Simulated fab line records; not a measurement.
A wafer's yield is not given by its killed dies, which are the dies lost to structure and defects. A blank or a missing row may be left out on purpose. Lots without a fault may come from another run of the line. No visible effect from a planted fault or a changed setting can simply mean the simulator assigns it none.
fab line records ; flow rit-cmos ; part 2 of 2: steps 37 to 50 of 50
record lots=5; wafers=15; last-day=7
route steps=202 shown ACTIVE@14 FOX1@20 FOX2@23 NWELL@28 PWELL@39 WELLDRIVE@50 NRETRO@53
lots untouched by any fault: they come from a run of this same line in which no faults occurred
start-h: the number of hours between the record's first day and the start of the first shown wafer of the lot ; wait-h: hours elapsed since this lot's preceding step ; " identical to the entry in the row above ; L1.1+2: several wafers, shown together as one row ; - no value present, or no start provided ; * or withheld: withheld ; < > ~ a bound
route shown NAME@n: a module of which the file shows steps, and the number in the route of the first ; usual: mean/standard deviation of fault-free wafers ; same: alike in all rows ; chamber/n: place in a boat ; sites: readings site by site ; _std_site: standard deviation across them ; _edge_site: mean of outer sites minus mean of inner sites ; radius-mm: how far each site lies from the wafer's centre ; mask NAME#n: copy n ; behind: the most recent tool/chamber to have shaped the wafer ; hold: what put the lot on hold/how long, in hours/how the hold closed ; device: the transistor (n, p or np) that didn't switch ; end of line: the tests these same wafers got at the end of their route ; a step with no rows: only its recipe ; killed: at the first sort, the dies lost to defects and structure; wafer yield is something else ; map: shows each die of a wafer: x if killed, . if not, _ if none is there
set.NAME: the setting that was run; set.NAME@STEP: the one run at that earlier step ; model.NAME: the simulator's own value behind a step, which no gauge read
lots seen at some steps along the route; tables by step, rows by wafer
services: the hour from which a tool's chamber was out of use, counted from the record's first day as start-h (under 0 if before that day), plus the number of hours and why
## steps
# step RIT_WELLDRIVE_ANNEAL_00
# recipe temp-c=1100; time-s=14700; ambient=N2
lot.wafer;tool;chamber;start-h;wait-h
L074.3+4+6;furnace-01;0;23.17;0.2
L075.1+3+4;furnace-03;0;28.68;0.1
L081.3+4+6;furnace-04;0;59.92;0.0
L093.2+4+6;furnace-03;0;119.88;0.0
L095.1+2+3;furnace-03;0;129.65;0.7
# step RIT_WELLDRIVE_RS_MEAS_01
# recipe thk-meas-gauge=four-point-probe
# usual NWELL_RS=278.7/0.81
lot.wafer;tool;chamber;start-h;wait-h;NWELL_RS[ohm/sq]
L074.3;film-metro-03;-;28.29;0.0;280.1
L074.4;film-metro-03;-;28.29;0.0;279.4
L074.6;film-metro-03;-;28.29;0.0;280.0
L075.1;film-metro-03;-;33.77;0.0;278.5
L075.3;film-metro-03;-;33.77;0.0;278.7
L075.4;film-metro-03;-;33.77;0.0;279.1
L081.3;film-metro-01;-;65.04;0.0;277.9
L081.4;film-metro-01;-;65.04;0.0;278.0
L081.6;film-metro-01;-;65.04;0.0;277.8
L093.2;film-metro-01;-;124.98;0.0;279.3
L093.4;film-metro-01;-;124.98;0.0;279.0
L093.6;film-metro-01;-;124.98;0.0;279.5
L095.1;film-metro-02;-;134.73;0.0;279.5
L095.2;film-metro-02;-;134.73;0.0;279.1
L095.3;film-metro-02;-;134.73;0.0;279.5
# step RIT_WELLDRIVE_RS_MEAS_02
# recipe thk-meas-gauge=four-point-probe
# usual PWELL_RS=427.1/1.1
lot.wafer;tool;chamber;start-h;wait-h;PWELL_RS[ohm/sq]
L074.3;film-metro-03;-;28.41;0.1;427.1
L074.4;film-metro-03;-;28.41;0.1;428.3
L074.6;film-metro-03;-;28.41;0.1;428.2
L075.1;film-metro-03;-;33.89;0.1;428.0
L075.3;film-metro-03;-;33.89;0.1;428.5
L075.4;film-metro-03;-;33.89;0.1;427.1
L081.3;film-metro-01;-;65.16;0.1;428.3
L081.4;film-metro-01;-;65.16;0.1;427.5
L081.6;film-metro-01;-;65.16;0.1;428.5
L093.2;film-metro-01;-;125.10;0.1;426.3
L093.4;film-metro-01;-;125.10;0.1;426.5
L093.6;film-metro-01;-;125.10;0.1;426.6
L095.1;film-metro-02;-;134.85;0.1;428.3
L095.2;film-metro-02;-;134.85;0.1;428.8
L095.3;film-metro-02;-;134.85;0.1;428.7
# step RIT_NRETRO_HMDS_00
# recipe prime-time-s=60; prime-temp-c=140
lot.wafer;tool;chamber;start-h;wait-h
L074.3+4+6;litho-track-04;0;28.54;0.1
L075.1+3+4;litho-track-03;0;34.04;0.1
L081.3+4+6;litho-track-03;0;65.29;0.1
L093.2+4+6;litho-track-03;0;125.29;0.2
L095.1+2+3;litho-track-02;0;134.97;0.1
# step RIT_NRETRO_COAT_01
# recipe resist=NOVOLAK; spin-rpm=1969; resist-thk-nm=1300
lot.wafer;tool;chamber;start-h;wait-h
L074.3+4+6;litho-track-04;0;28.69;0.1
L075.1+3+4;litho-track-03;0;34.19;0.1
L081.3+4+6;litho-track-03;0;65.44;0.1
L093.2+4+6;litho-track-03;0;125.44;0.1
L095.1+2+3;litho-track-02;0;135.12;0.1
# step RIT_NRETRO_SOFTBAKE_02
# recipe resist=NOVOLAK; temp-c=90; time-s=60
lot.wafer;tool;chamber;start-h;wait-h
L074.3+4+6;litho-track-04;0;28.84;0.1
L075.1+3+4;litho-track-03;0;34.34;0.1
L081.3+4+6;litho-track-03;0;65.59;0.1
L093.2+4+6;litho-track-03;0;125.59;0.1
L095.1+2+3;litho-track-02;0;135.27;0.1
# step RIT_NRETRO_EXPOSE_03
# recipe mask-id=M4; na=0.57; target-cd-nm=43900; dose-mj=250
# usual stage-vel-mm-s=500.08/0.24
lot.wafer;tool;chamber;start-h;wait-h;mask;stage-vel-mm-s
L074.3;iline-stepper-02;0;29.11;0.2;M4#0;500.12
L074.4;iline-stepper-02;0;29.11;0.2;M4#0;500.14
L074.6;iline-stepper-02;0;29.11;0.2;M4#0;499.88
L075.1;iline-stepper-01;0;34.62;0.2;M4#0;499.61
L075.3;iline-stepper-01;0;34.62;0.2;M4#0;500.29
L075.4;iline-stepper-01;0;34.62;0.2;M4#0;499.93
L081.3;iline-stepper-02;0;65.86;0.2;M4#0;500.02
L081.4;iline-stepper-02;0;65.86;0.2;M4#0;499.71
L081.6;iline-stepper-02;0;65.86;0.2;M4#0;500.39
L093.2;iline-stepper-02;0;125.86;0.2;M4#0;499.92
L093.4;iline-stepper-02;0;125.86;0.2;M4#0;499.89
L093.6;iline-stepper-02;0;125.86;0.2;M4#0;500.03
L095.1;iline-stepper-01;0;135.42;0.1;M4#0;500.18
L095.2;iline-stepper-01;0;135.42;0.1;M4#0;500.33
L095.3;iline-stepper-01;0;135.42;0.1;M4#0;500.12
# step RIT_NRETRO_PEB_04
# recipe resist=NOVOLAK; temp-c=withheld; time-s=withheld
lot.wafer;tool;chamber;start-h;wait-h
L074.3+4+6;litho-track-03;0;29.23;0.1
L075.1+3+4;litho-track-04;0;34.73;0.1
L081.3+4+6;litho-track-04;0;65.98;0.1
L093.2+4+6;litho-track-02;0;125.99;0.1
L095.1+2+3;litho-track-03;0;135.54;0.1
# step RIT_NRETRO_DEVELOP_05
# recipe resist=NOVOLAK; develop-time-s=68; dev-temp-c=23
lot.wafer;tool;chamber;start-h;wait-h
L074.3+4+6;litho-track-03;0;-;-
L075.1+3+4;litho-track-04;0;-;-
L081.3+4+6;litho-track-04;0;-;-
L093.2+4+6;litho-track-02;0;-;-
L095.1+2+3;litho-track-03;0;-;-
# step RIT_NRETRO_OVL_MEAS_06
# usual NRETRO_OVL=0.2/1.2
lot.wafer;tool;chamber;start-h;wait-h;NRETRO_OVL[nm]
L074.3;overlay-01;-;29.51;-;0.8
L074.4;overlay-01;-;29.51;-;0.4
L074.6;overlay-01;-;29.51;-;0.4
L075.1;overlay-01;-;35.04;-;-1.6
L075.3;overlay-01;-;35.04;-;-0.3
L075.4;overlay-01;-;35.04;-;-0.8
L081.3;overlay-02;-;66.26;-;1.1
L081.4;overlay-02;-;66.26;-;1.8
L081.6;overlay-02;-;66.26;-;0.3
L093.2;overlay-02;-;126.28;-;0.2
L093.4;overlay-02;-;126.28;-;-0.2
L093.6;overlay-02;-;126.28;-;-0.3
L095.1;overlay-01;-;135.85;-;-0.1
L095.2;overlay-01;-;135.85;-;-0.9
L095.3;overlay-01;-;135.85;-;-2.4
# step RIT_NRETRO_HARDBAKE_07
# recipe resist=NOVOLAK; temp-c=140; time-s=120
lot.wafer;tool;chamber;start-h;wait-h
L074.3+4+6;litho-track-04;0;29.62;0.1
L075.1+3+4;litho-track-03;0;35.08;0.0
L081.3+4+6;litho-track-03;0;66.37;0.1
L093.2+4+6;litho-track-02;0;126.35;0.1
L095.1+2+3;litho-track-03;0;135.89;0.0
# step RIT_NRETRO_IMPLANT_08
# recipe species=P; energy-kev=70; dose-cm2=1e+13; tilt-deg=7
lot.wafer;tool;chamber;start-h;wait-h
L074.3+4+6;implanter-02;0;29.83;0.2
L075.1+3+4;implanter-01;0;35.33;0.2
L081.3+4+6;implanter-04;0;66.58;0.2
L093.2+4+6;implanter-01;0;126.59;0.2
L095.1+2+3;implanter-01;0;136.14;0.2
# step RIT_NRETRO_STRIP_09
# recipe chemistry=O2; time-s=180; resist=NOVOLAK; platen-temp-c=withheld; power-w=500; pressure-mtorr=4000; o2-flow-sccm=4000
# usual drypump-motor-current-A=6.1/0.64
lot.wafer;tool;chamber;start-h;wait-h;drypump-motor-current-A;rf-hours-counter-h
L074.3;plasma-asher-01;0;29.99;0.1;6.8;-
L074.4;plasma-asher-01;1;29.99;0.1;5.6;-
L074.6;plasma-asher-01;1;29.99;0.1;5.6;-
L075.1;plasma-asher-03;0;35.48;0.1;6.2;37
L075.3;plasma-asher-03;0;35.48;0.1;6.2;-
L075.4;plasma-asher-03;1;35.48;0.1;4.9;-
L081.3;plasma-asher-03;1;66.74;0.1;4.9;-
L081.4;plasma-asher-03;0;66.74;0.1;6.2;-
L081.6;plasma-asher-03;0;66.74;0.1;6.2;-
L093.2;plasma-asher-01;1;126.71;0.1;5.6;49
L093.4;plasma-asher-01;0;126.71;0.1;6.8;-
L093.6;plasma-asher-01;1;126.71;0.1;5.6;-
L095.1;plasma-asher-03;0;136.29;0.1;6.2;48
L095.2;plasma-asher-03;1;136.29;0.1;4.9;48
L095.3;plasma-asher-03;1;136.29;0.1;4.8;-
# step RIT_NRETRO_TW_MEAS_10
# usual NRETRO_TW=1066/7
lot.wafer;tool;chamber;start-h;wait-h;NRETRO_TW
L074.3;film-metro-02;-;30.13;0.1;1067
L074.4;film-metro-02;-;30.13;0.1;1057
L074.6;film-metro-02;-;30.13;0.1;1061
L075.1;film-metro-03;-;35.66;0.1;1062
L075.3;film-metro-03;-;35.66;0.1;1064
L075.4;film-metro-03;-;35.66;0.1;1061
L081.3;film-metro-03;-;66.88;0.1;1059
L081.4;film-metro-03;-;66.88;0.1;1064
L081.6;film-metro-03;-;66.88;0.1;1061
L093.2;film-metro-04;-;126.90;0.1;1072
L093.4;film-metro-04;-;126.90;0.1;1081
L093.6;film-metro-04;-;126.90;0.1;1069
L095.1;film-metro-02;-;136.47;0.1;1063
L095.2;film-metro-02;-;136.47;0.1;1066
L095.3;film-metro-02;-;136.47;0.1;1067
## services
tool;chamber;start-h;hours;kind
iline-stepper-02;-;-8.45;1.7;pm
furnace-03;-;-4.72;7.2;repair
rie-diel-02;1;4.13;4.9;repair
implanter-04;-;7.88;1.1;repair
implanter-04;-;14.76;5.4;repair
iline-stepper-02;-;23.64;3.9;repair
furnace-01;-;28.25;3.7;pm
implanter-02;-;35.10;1.8;repair
implanter-01;-;37.11;2.9;pm
plasma-asher-02;-;38.91;14.6;pm
furnace-04;-;44.29;2.8;pm
implanter-04;-;45.85;0.7;repair
implanter-02;-;57.11;0.7;repair
plasma-asher-01;-;59.59;11.9;repair
furnace-03;-;62.05;5.0;pm
wet-bench-01;-;74.24;1.2;repair
implanter-04;-;79.44;2.8;pm
iline-stepper-02;-;88.26;3.6;repair
furnace-03;-;98.44;2.9;pm
plasma-asher-04;-;101.70;3.8;repair
plasma-asher-04;-;108.75;9.0;pm
implanter-02;-;113.31;1.8;repair
iline-stepper-02;-;113.33;2.4;repair
iline-stepper-02;-;134.87;2.1;pm
